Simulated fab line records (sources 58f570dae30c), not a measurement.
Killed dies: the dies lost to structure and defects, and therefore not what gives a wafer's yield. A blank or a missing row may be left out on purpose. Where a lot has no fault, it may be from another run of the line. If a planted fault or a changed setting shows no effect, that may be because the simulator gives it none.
fab line records | flow berkeleyCmos170
[record] lots = 14 | wafers = 42 | lastDay = 12
route steps=331 shown ZERO@9 NWELL@16 ACTIVE@66
lots untouched by any fault: they come from a run of this same line in which no faults occurred
startH: the number of hours between the record's first day and the start of the first shown wafer of the lot | waitH: hours elapsed since this lot's preceding step | " the same as in the row above | L1.1+2: several wafers, shown together as one row | - no value present, or no start provided | * or withheld: withheld | < > ~ a bound
route shown NAME@n: NAME is a module with steps in the file, n the number in the route of the first one | usual: mean/standard deviation taken from wafers without a fault | same: alike in all rows | chamber/n: place in a boat | sites: each site's reading | _std_site: the values' standard deviation | _edge_site: the outer-site mean with the inner-site mean subtracted | radiusMm: for every site, how far away it sits from the centre of the wafer | mask NAME#n: copy n | behind: the last tool/chamber to shape the wafer | hold: why the lot was held/for how many hours/how that ended | device: the transistor (n, p or np) that didn't switch | end of line: tests run on the same wafers once the route is complete | where a step has no rows: the recipe by itself | killed: the dies lost at the first sort to structure and to defects; this is not the yield of the wafer | map: a wafer's dies, x killed, . not, _ none there
set.NAME: the run value of the setting; set.NAME@STEP: its run value at that earlier step | model.NAME: the simulator's own value behind a step, which no gauge read
the route's steps for a sample of lots (tables are steps, rows are wafers)
services: the hour from which a tool's chamber was out of use, counted from the record's first day as startH (under 0 if before that day), plus the number of hours and why
[[steps]]
[step UCB170_ZERO_EXPOSE_03]
[recipe] maskId = PM_MARKS | na = 0.5 | sigmaOuter = 0.6 | sourceShape = conventional | targetCdNm = 4000 | doseMj = 30
[usual] exposureDoseMJCm2 = 30.006/0.03 | focusOffsetNm = 0.0/0.49
lot.wafer | tool          | chamber | startH | waitH | mask       | exposureDoseMJCm2 | focusOffsetNm
L444.2    | krfScanner-02 | 0       | 26.49  | 0.2   | PM_MARKS#0 | 29.993            | -0.2
L444.3    | "             | 0       | "      | "     | PM_MARKS#0 | 29.995            | -0.2
L444.6    | "             | 0       | "      | "     | PM_MARKS#0 | 29.981            | -0.4
L446.2    | krfScanner-02 | 0       | 26.73  | 0.4   | PM_MARKS#0 | 29.980            | 0.1
L446.3    | "             | 0       | "      | "     | PM_MARKS#0 | 29.974            | -0.3
L446.5    | "             | 0       | "      | "     | PM_MARKS#0 | 29.984            | 0.5
L447.2    | krfScanner-01 | 0       | 39.36  | 0.2   | PM_MARKS#0 | 29.989            | -0.2
L447.5    | "             | 0       | "      | "     | PM_MARKS#0 | 30.028            | 0.5
L447.6    | "             | 0       | "      | "     | PM_MARKS#0 | 29.998            | 0.3
L448.1    | krfScanner-02 | 0       | 39.58  | 0.5   | PM_MARKS#0 | 30.007            | 0.1
L448.5    | "             | 0       | "      | "     | PM_MARKS#0 | 30.022            | -0.4
L448.6    | "             | 0       | "      | "     | PM_MARKS#0 | 30.001            | -0.1
L449.3    | krfScanner-01 | 0       | 45.00  | 0.2   | PM_MARKS#0 | 29.992            | -0.7
L449.4    | "             | 0       | "      | "     | PM_MARKS#0 | 30.013            | 0.1
L449.5    | "             | 0       | "      | "     | PM_MARKS#0 | 30.004            | 0.5
L450.1    | krfScanner-01 | 0       | 47.52  | 0.1   | PM_MARKS#0 | 29.959            | -0.1
L450.2    | "             | 0       | "      | "     | PM_MARKS#0 | 29.974            | 0.4
L450.4    | "             | 0       | "      | "     | PM_MARKS#0 | 29.950            | 0.2
L453.3    | krfScanner-01 | 0       | 62.96  | 0.2   | PM_MARKS#0 | 29.979            | -0.5
L453.4    | "             | 0       | "      | "     | PM_MARKS#0 | 29.980            | 1.3
L453.5    | "             | 0       | "      | "     | PM_MARKS#0 | 30.013            | 0.0
L455.1    | krfScanner-01 | -       | 73.69  | 0.2   | PM_MARKS#0 | -                 | -
L455.2    | "             | -       | "      | "     | PM_MARKS#0 | -                 | -
L455.6    | "             | -       | "      | "     | PM_MARKS#0 | -                 | -
L456.1    | krfScanner-01 | -       | 78.45  | 0.1   | PM_MARKS#0 | -                 | -
L456.2    | "             | -       | "      | "     | PM_MARKS#0 | -                 | -
L456.3    | "             | -       | "      | "     | PM_MARKS#0 | -                 | -
L457.2    | krfScanner-02 | 0       | 80.24  | 0.2   | PM_MARKS#0 | 29.998            | 0.0
L457.3    | "             | 0       | "      | "     | PM_MARKS#0 | 29.978            | -0.5
L457.4    | "             | 0       | "      | "     | PM_MARKS#0 | 29.995            | -0.5
L463.2    | krfScanner-01 | 0       | 112.13 | 0.2   | PM_MARKS#0 | 30.037            | -0.3
L463.4    | "             | 0       | "      | "     | PM_MARKS#0 | 30.004            | 0.2
L463.5    | "             | 0       | "      | "     | PM_MARKS#0 | 30.003            | -0.4
L464.1    | krfScanner-01 | 0       | 116.74 | 0.1   | PM_MARKS#0 | 30.019            | 0.2
L464.4    | "             | 0       | "      | "     | PM_MARKS#0 | 30.055            | -0.8
L464.6    | "             | 0       | "      | "     | PM_MARKS#0 | 30.038            | 0.3
L466.2    | krfScanner-01 | 0       | 129.96 | 0.1   | PM_MARKS#0 | 29.975            | 0.0
L466.4    | "             | 0       | "      | "     | PM_MARKS#0 | 30.033            | 0.6
L466.5    | "             | 0       | "      | "     | PM_MARKS#0 | 29.977            | -0.3
L467.1    | krfScanner-02 | 0       | 136.25 | 0.1   | PM_MARKS#0 | 30.020            | 0.0
L467.2    | "             | 0       | "      | "     | PM_MARKS#0 | 30.061            | 0.6
L467.6    | "             | 0       | "      | "     | PM_MARKS#0 | 30.020            | -1.0
[step UCB170_ZERO_ETCH_06]
[recipe] chemistry = CHF3/CF4/Ar | target = SiO2 | timeS = 12 | pressureMtorr = 100 | rfW = 500 | CHF3_flow_sccm = 50 | cf4FlowSccm = 10 | Ar_flow_sccm = 120 | overEtchFrac = 1.58
[usual] drypumpMotorCurrentA = 5.8/0.38 | oesProductAu = 0.623/0.0092 | throttleValvePct = 9.24/0.16
lot.wafer | tool       | chamber | startH | waitH | drypumpMotorCurrentA | oesProductAu | rfHoursCounterH | throttleValvePct
L444.2    | rieDiel-03 | 3       | 26.87  | -     | 5.3                  | 0.631        | 11              | 9.16
L444.3    | "          | 0       | "      | "     | 5.8                  | 0.633        | 174             | 9.51
L444.6    | "          | 3       | "      | "     | 5.3                  | 0.632        | -               | 9.15
L446.2    | rieDiel-02 | 2       | 27.10  | -     | 5.2                  | 0.629        | 140             | 8.99
L446.3    | "          | 3       | "      | "     | 6.0                  | 0.635        | 162             | 9.32
L446.5    | "          | 2       | "      | "     | 5.2                  | 0.632        | -               | 9.01
L447.2    | rieDiel-03 | 3       | 39.73  | -     | 5.3                  | 0.640        | 12              | 9.16
L447.5    | "          | 2       | "      | "     | 5.5                  | 0.614        | -               | 9.10
L447.6    | "          | 3       | "      | "     | 5.3                  | 0.632        | -               | 9.16
L448.1    | rieDiel-02 | 2       | 40.24  | -     | 5.2                  | 0.621        | 141             | 9.00
L448.5    | "          | 2       | "      | "     | 5.2                  | 0.627        | -               | 8.98
L448.6    | "          | 3       | "      | "     | 6.0                  | 0.632        | -               | 9.32
L449.3    | rieDiel-04 | 3       | 45.39  | -     | 5.8                  | 0.629        | 161             | 9.49
L449.4    | "          | 2       | "      | "     | 6.4                  | 0.615        | 33              | 9.25
L449.5    | "          | 1       | "      | "     | 6.0                  | 0.632        | -               | 9.19
L450.1    | rieDiel-03 | 2       | 47.91  | -     | 5.5                  | 0.609        | 4               | 9.10
L450.2    | "          | 1       | "      | "     | 6.4                  | 0.633        | 51              | 9.46
L450.4    | "          | 3       | "      | "     | 5.3                  | 0.628        | -               | 9.16
L453.3    | rieDiel-04 | 3       | 63.32  | -     | 5.8                  | 0.628        | 162             | 9.48
L453.4    | "          | 2       | "      | "     | 6.4                  | 0.615        | 34              | 9.27
L453.5    | "          | 0       | "      | "     | 5.5                  | 0.626        | -               | 9.12
L455.1    | rieDiel-03 | 0       | 74.53  | -     | 5.8                  | 0.372        | 1               | 9.48
L455.2    | "          | 2       | "      | "     | 5.5                  | 0.384        | 6               | 9.09
L455.6    | "          | 1       | "      | "     | 6.4                  | 0.381        | -               | 9.43
L456.1    | rieDiel-03 | 0       | 78.84  | -     | 5.8                  | 0.370        | 1               | 9.48
L456.2    | "          | 1       | "      | "     | 6.4                  | 0.384        | 52              | 9.44
L456.3    | "          | 2       | "      | "     | 5.5                  | 0.380        | 6               | 9.08
L457.2    | rieDiel-03 | 2       | 80.82  | -     | 5.5                  | 0.613        | 6               | 9.11
L457.3    | "          | 3       | "      | "     | 5.3                  | 0.636        | 14              | 9.16
L457.4    | "          | 1       | "      | "     | 6.3                  | 0.631        | 52              | 9.44
L463.2    | rieDiel-03 | 0       | 112.90 | -     | 5.8                  | 0.611        | 2               | 9.49
L463.4    | "          | 2       | "      | "     | 5.5                  | 0.609        | 7               | 9.09
L463.5    | "          | 0       | "      | "     | 5.8                  | 0.612        | -               | 9.51
L464.1    | rieDiel-04 | 0       | 117.13 | -     | 5.6                  | 0.624        | 18              | 9.14
L464.4    | "          | 0       | "      | "     | 5.6                  | 0.617        | -               | 9.13
L464.6    | "          | 2       | "      | "     | 6.4                  | 0.615        | -               | 9.26
L466.2    | rieDiel-02 | 2       | 130.76 | -     | 5.2                  | 0.627        | 146             | 9.00
L466.4    | "          | 1       | "      | "     | 6.1                  | 0.629        | 5               | 9.25
L466.5    | "          | 0       | "      | "     | 5.8                  | 0.619        | -               | 9.10
L467.1    | rieDiel-04 | 3       | 136.74 | -     | 5.8                  | 0.611        | 1               | 9.46
L467.2    | "          | 0       | "      | "     | 5.6                  | 0.619        | 19              | 9.10
L467.6    | "          | 3       | "      | "     | 5.8                  | 0.615        | -               | 9.50
[step UCB170_NWELL_THK_MEAS_02]
[recipe] reads = SiO2_of_NWELL_OXIDATION_01
[usual] NWELL_OXIDE_THK = 26.4/0.65
lot.wafer | tool         | chamber | startH | waitH | NWELL_OXIDE_THK[nm]
L444.2    | filmMetro-03 | -       | 33.30  | 0.0   | 26.1
L444.3    | "            | -       | "      | "     | 25.9
L444.6    | "            | -       | "      | "     | 25.6
L446.2    | filmMetro-02 | -       | 33.30  | 0.0   | 25.7
L446.3    | "            | -       | "      | "     | 26.2
L446.5    | "            | -       | "      | "     | 25.9
L448.1    | filmMetro-01 | -       | 43.05  | 0.0   | 26.6
L448.5    | "            | -       | "      | "     | 26.4
L448.6    | "            | -       | "      | "     | 26.6
L447.2    | filmMetro-03 | -       | 43.06  | 0.0   | 26.6
L447.5    | "            | -       | "      | "     | 27.5
L447.6    | "            | -       | "      | "     | 27.3
L450.1    | filmMetro-01 | -       | 49.66  | 0.0   | 25.6
L450.2    | "            | -       | "      | "     | 25.8
L450.4    | "            | -       | "      | "     | 25.6
L449.3    | filmMetro-03 | -       | 49.68  | 0.0   | 25.5
L449.4    | "            | -       | "      | "     | 25.4
L449.5    | "            | -       | "      | "     | 25.9
L453.3    | filmMetro-02 | -       | 66.64  | 0.0   | 25.9
L453.4    | "            | -       | "      | "     | 26.8
L453.5    | "            | -       | "      | "     | 26.5
L457.2    | filmMetro-02 | -       | 84.85  | 0.0   | 26.6
L457.3    | "            | -       | "      | "     | 27.0
L457.4    | "            | -       | "      | "     | 26.2
L464.1    | filmMetro-01 | -       | 120.23 | 0.0   | 28.0
L464.4    | "            | -       | "      | "     | 27.7
L464.6    | "            | -       | "      | "     | 27.6
L463.2    | filmMetro-03 | -       | 120.24 | 0.0   | 26.3
L463.4    | "            | -       | "      | "     | 26.3
L463.5    | "            | -       | "      | "     | 26.1
L466.2    | filmMetro-03 | -       | 136.24 | 0.0   | 27.4
L466.4    | "            | -       | "      | "     | 27.5
L466.5    | "            | -       | "      | "     | 27.1
L467.1    | filmMetro-03 | -       | 141.84 | 0.0   | 27.1
L467.2    | "            | -       | "      | "     | 26.7
L467.6    | "            | -       | "      | "     | 26.7
[step UCB170_NWELL_TW_MEAS_16]
[usual] NWELL_TW = 1266/5.3
lot.wafer | tool         | chamber | startH | waitH | NWELL_TW
L446.2    | filmMetro-03 | -       | 40.34  | 0.1   | 1253
L446.3    | "            | -       | "      | "     | 1263
L446.5    | "            | -       | "      | "     | 1265
L444.2    | filmMetro-03 | -       | 41.19  | 0.1   | 1258
L444.3    | "            | -       | "      | "     | 1262
L444.6    | "            | -       | "      | "     | 1261
L447.2    | filmMetro-03 | -       | 51.21  | 0.1   | 1274
L447.5    | "            | -       | "      | "     | 1282
L447.6    | "            | -       | "      | "     | 1279
L448.1    | filmMetro-02 | -       | 51.40  | 0.1   | 1265
L448.5    | "            | -       | "      | "     | 1265
L448.6    | "            | -       | "      | "     | 1263
L449.3    | filmMetro-01 | -       | 55.94  | 0.1   | 1272
L449.4    | "            | -       | "      | "     | 1269
L449.5    | "            | -       | "      | "     | 1266
L450.1    | filmMetro-02 | -       | 56.16  | 0.1   | 1264
L450.2    | "            | -       | "      | "     | 1262
L450.4    | "            | -       | "      | "     | 1262
L453.3    | filmMetro-03 | -       | 74.97  | 0.1   | 1273
L453.4    | "            | -       | "      | "     | 1268
L453.5    | "            | -       | "      | "     | 1268
L457.2    | filmMetro-01 | -       | 91.98  | 0.1   | 1268
L457.3    | "            | -       | "      | "     | 1262
L457.4    | "            | -       | "      | "     | 1270
L463.2    | filmMetro-02 | -       | 131.95 | 0.1   | 1263
L463.4    | "            | -       | "      | "     | 1267
L463.5    | "            | -       | "      | "     | 1258
L464.1    | filmMetro-03 | -       | 132.21 | 0.1   | 1256
L464.4    | "            | -       | "      | "     | 1258
L464.6    | "            | -       | "      | "     | 1257
L466.2    | filmMetro-03 | -       | 144.06 | 0.1   | 1260
L466.4    | "            | -       | "      | "     | 1272
L466.5    | "            | -       | "      | "     | 1269
L467.1    | filmMetro-01 | -       | 154.98 | 0.1   | 1265
L467.2    | "            | -       | "      | "     | 1271
L467.6    | "            | -       | "      | "     | 1261
[step UCB170_ACTIVE_THK_MEAS_06]
[recipe] reads = Si3N4_of_ACTIVE_CVD_05
[usual] ACTIVE_NITRIDE_THK = 219.8/2.3
lot.wafer | tool         | chamber | startH | waitH | ACTIVE_NITRIDE_THK[nm]
L444.2    | filmMetro-01 | -       | 82.82  | 0.0   | 223.6
L444.3    | "            | -       | "      | "     | 224.9
L444.6    | "            | -       | "      | "     | 222.7
L446.2    | filmMetro-04 | -       | 82.84  | 0.0   | 221.2
L446.3    | "            | -       | "      | "     | 221.4
L446.5    | "            | -       | "      | "     | 223.5
L448.1    | filmMetro-04 | -       | 95.74  | 0.0   | 217.6
L448.5    | "            | -       | "      | "     | 218.4
L448.6    | "            | -       | "      | "     | 217.9
L449.3    | filmMetro-01 | -       | 95.76  | 0.0   | 218.4
L449.4    | "            | -       | "      | "     | 216.9
L449.5    | "            | -       | "      | "     | 218.8
L450.1    | filmMetro-04 | -       | 100.31 | 0.0   | 221.3
L450.2    | "            | -       | "      | "     | 221.8
L450.4    | "            | -       | "      | "     | 222.0
L447.2    | filmMetro-01 | -       | 100.32 | 0.0   | 222.8
L447.5    | "            | -       | "      | "     | 221.2
L447.6    | "            | -       | "      | "     | 221.7
L453.3    | filmMetro-04 | -       | 123.03 | 0.0   | 221.3
L453.4    | "            | -       | "      | "     | 218.4
L453.5    | "            | -       | "      | "     | 218.6
L457.2    | filmMetro-01 | -       | 139.76 | 0.0   | 218.8
L457.3    | "            | -       | "      | "     | 218.8
L457.4    | "            | -       | "      | "     | 218.8
L464.1    | filmMetro-01 | -       | 185.12 | 0.0   | 216.1
L464.4    | "            | -       | "      | "     | 215.8
L464.6    | "            | -       | "      | "     | 214.7
L466.2    | filmMetro-01 | -       | 195.06 | 0.0   | 219.9
L466.4    | "            | -       | "      | "     | 217.7
L466.5    | "            | -       | "      | "     | 220.0
L463.2    | filmMetro-01 | -       | 195.12 | 0.1   | 215.8
L463.4    | "            | -       | "      | "     | 217.4
L463.5    | "            | -       | "      | "     | 217.9
L467.1    | filmMetro-01 | -       | 203.86 | 0.0   | 218.8
L467.2    | "            | -       | "      | "     | 218.1
L467.6    | "            | -       | "      | "     | 220.0
[[services]]
tool          | chamber | startH | hours | kind
rieDiel-03    | 1       | 7.49   | 35.5  | repair
krfScanner-01 | -       | 7.73   | 0.8   | repair
rieDiel-02    | 1       | 7.74   | -     | clean
rieDiel-02    | 1       | 7.74   | -     | consumableReplace:esc
krfScanner-01 | -       | 42.95  | 0.2   | repair
rieDiel-03    | 0       | 43.02  | -     | clean
rieDiel-03    | 0       | 43.02  | 18.6  | scheduledDown
rieDiel-03    | 0       | 43.02  | 18.6  | ventCycle
krfScanner-02 | -       | 47.12  | 1.3   | pm
krfScanner-01 | -       | 52.76  | 0.9   | repair
krfScanner-01 | -       | 65.21  | 0.8   | repair
krfScanner-01 | -       | 65.99  | 0.8   | pm
rieDiel-04    | 1       | 66.56  | 10.0  | repair
krfScanner-01 | -       | 86.87  | 0.5   | repair
rieDiel-04    | 3       | 90.95  | 1.9   | repair
rieDiel-02    | 3       | 94.81  | 4.5   | repair
krfScanner-02 | -       | 101.34 | 1.0   | pm
krfScanner-02 | -       | 103.80 | 0.8   | pm
rieDiel-04    | 3       | 106.42 | -     | clean
rieDiel-04    | 3       | 106.42 | 12.4  | scheduledDown
rieDiel-04    | 3       | 106.42 | 12.4  | ventCycle
krfScanner-02 | -       | 114.59 | 4.7   | repair
rieDiel-03    | -       | 132.64 | 1.5   | repair
krfScanner-01 | -       | 132.95 | 1.3   | pm
[[key]]
[firstSign] step = UCB170_ZERO_EXPOSE_03 | reading = toolRecord | direction = missing
[effect] step = UCB170_ZERO_ETCH_06 | reading = oesProductAu | direction = down | sigmas = 27 | usual = 0.623 | struck = 0.379
metAt UCB170_ZERO_EXPOSE_03
struckLots L455,L456
laterRowsLeftOut L455.1,L455.2,L455.6,L456.1,L456.2,L456.3
sortLeftOut L455.1,L455.2,L455.6,L456.1,L456.2,L456.3
testerLeftOut L455,L456
notActingAt UCB170_NWELL_THK_MEAS_02,UCB170_NWELL_TW_MEAS_16,UCB170_ACTIVE_THK_MEAS_06
onsetBetween 62.96 73.69
[fault] kind = skippedStepWhole | tool = krfScanner-01 | chamber = - | onsetH = 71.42 | steps = UCB170_ZERO_EXPOSE_03 | scope = struckLotsOnly
// testerLeftOut: of these lots the tester's yield and bins aren't shown, on N5 and GAA mostly nor the transistor test; their killed dies are dies lost to structure and defects alone, not to doping, threshold or leakage, so they don't give the yield
// sortLeftOut: the simulated sort isn't trusted on such a fault, so these wafers' sort isn't shown, and their yield isn't known
// laterRowsLeftOut: the simulator's readings of these wafers behind a module that went badly wrong aren't trusted and aren't shown, but for the sort
